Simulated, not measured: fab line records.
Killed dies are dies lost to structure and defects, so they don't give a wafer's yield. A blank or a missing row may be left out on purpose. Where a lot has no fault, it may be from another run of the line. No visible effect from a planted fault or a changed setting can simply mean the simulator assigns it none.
Problem report in the 8D (eight disciplines) form, filled by code    flow berkeleyCmos170    the parts of the form that need people (team, actions taken, sign-off) are left out

== 1. WHAT WENT WRONG ==
Wafers free of any fault read 26.0 ohm/sq (standard deviation 0.36) for SILICIDE_TI_RS at UCB170_SILICIDE_RS_MEAS_02, against a mean of 34.5 ohm/sq on 2 wafers of 2 lots. Relative to the usual mean, that is a shift of +23 standard deviations.
The step: measures by four-point-probe.
The first sign was on wafer L564.2 at day 10 14:50, on filmMetro-03. The record holds 42 wafers of 14 lots with a number at this step. By rule, "out" or "out of limits" means more than 4 standard deviations away from the usual mean. The other wafers with a number count as sound.

== 2. WHAT IT IS, AND WHAT IT ISN'T ==
question                     is                 is not
which readings at this step  SILICIDE_TI_RS     -
which lots                   L564, L569         L550, L551, L552, L555, L556, L559, L560, L561, L563, L567, L568, L573
which wafers of those lots   L564.2, L569.3     L564.3, L564.4, L569.2, L569.4
read on which gauges         filmMetro-03       filmMetro-01, filmMetro-04
when                         from day 10 14:50  up to then (29 sound wafers); but 11 sound wafers of L567, L568, L569, L573 came after

== 3. SUSPECTS, AND WHAT RULES EACH OUT ==
Counting: any tool at a process step up to the reading remains a suspect provided it ran every lot that is out. Sound lots after the first of them don't rule it out here, since some wafers of a struck lot are sound.
- the gauge at UCB170_SILICIDE_RS_MEAS_02: kept. All the wafers that are out were read on filmMetro-03, and no step on other tools shows them out.
- rtpAnneal-01 at UCB170_SDANNEAL_RTA_01 (time 5 s): kept. Every lot that is out went through it, the first being L564 (day 10 14:11); the last sound lot it ran before that was L561 (day 10 13:52).
- pvdSputter-01 at UCB170_SILICIDE_SPUTTER_01 (material Ti, target thk 30 nm, time 25 s): kept. Every lot that is out went through it, the first being L564 (day 10 14:47); the last sound lot it ran before that was L563 (day 10 13:38).
Still standing after the count: rtpAnneal-01 at UCB170_SDANNEAL_RTA_01, pvdSputter-01 at UCB170_SILICIDE_SPUTTER_01, filmMetro-03 at UCB170_SILICIDE_RS_MEAS_02.

== 4. THE CAUSE (what the simulator had put in) ==
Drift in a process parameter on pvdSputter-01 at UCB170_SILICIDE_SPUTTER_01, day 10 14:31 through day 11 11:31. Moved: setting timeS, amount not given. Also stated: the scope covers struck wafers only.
3 suspects survive the count, and this tool is in that group.

== 5. SEQUENCE OF EFFECTS, ordered by route ==
Each row: a reading whose mean over the struck wafers that have a number lies more than 3 standard deviations from the usual. Only readings whose record carries a usual standard deviation are examined. hours: median over the lots of the time between each lot's start at the first step of this table that gives one and its start at this step. sigmas: the change, counted in usual standard deviations.
hours  step                         reading          usual        on struck wafers  change  sigmas
0      UCB170_SILICIDE_RS_MEAS_02   SILICIDE_TI_RS   26.0 ohm/sq  34.5              +8.5    +23
0      UCB170_SILICIDE_THK_MEAS_03  SILICIDE_TI_THK  30.0 nm      23.8              -6.2    -16

== 6. HOW IT WOULD HAVE BEEN CAUGHT EARLIER ==
In this record the first reading out of limits at a measuring or inspecting step was taken at day 10 14:50, 0 hours after the fault began at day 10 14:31.
Tool readings at UCB170_SILICIDE_SPUTTER_01 with a usual standard deviation given in the record: none out on any struck wafer, hence no alarm at a limit of 4 standard deviations on them.
Of the lots that are out (2), L569 began UCB170_SILICIDE_SPUTTER_01 on pvdSputter-01 after day 10 14:50. A tool hold placed at that time would have kept it from harm.
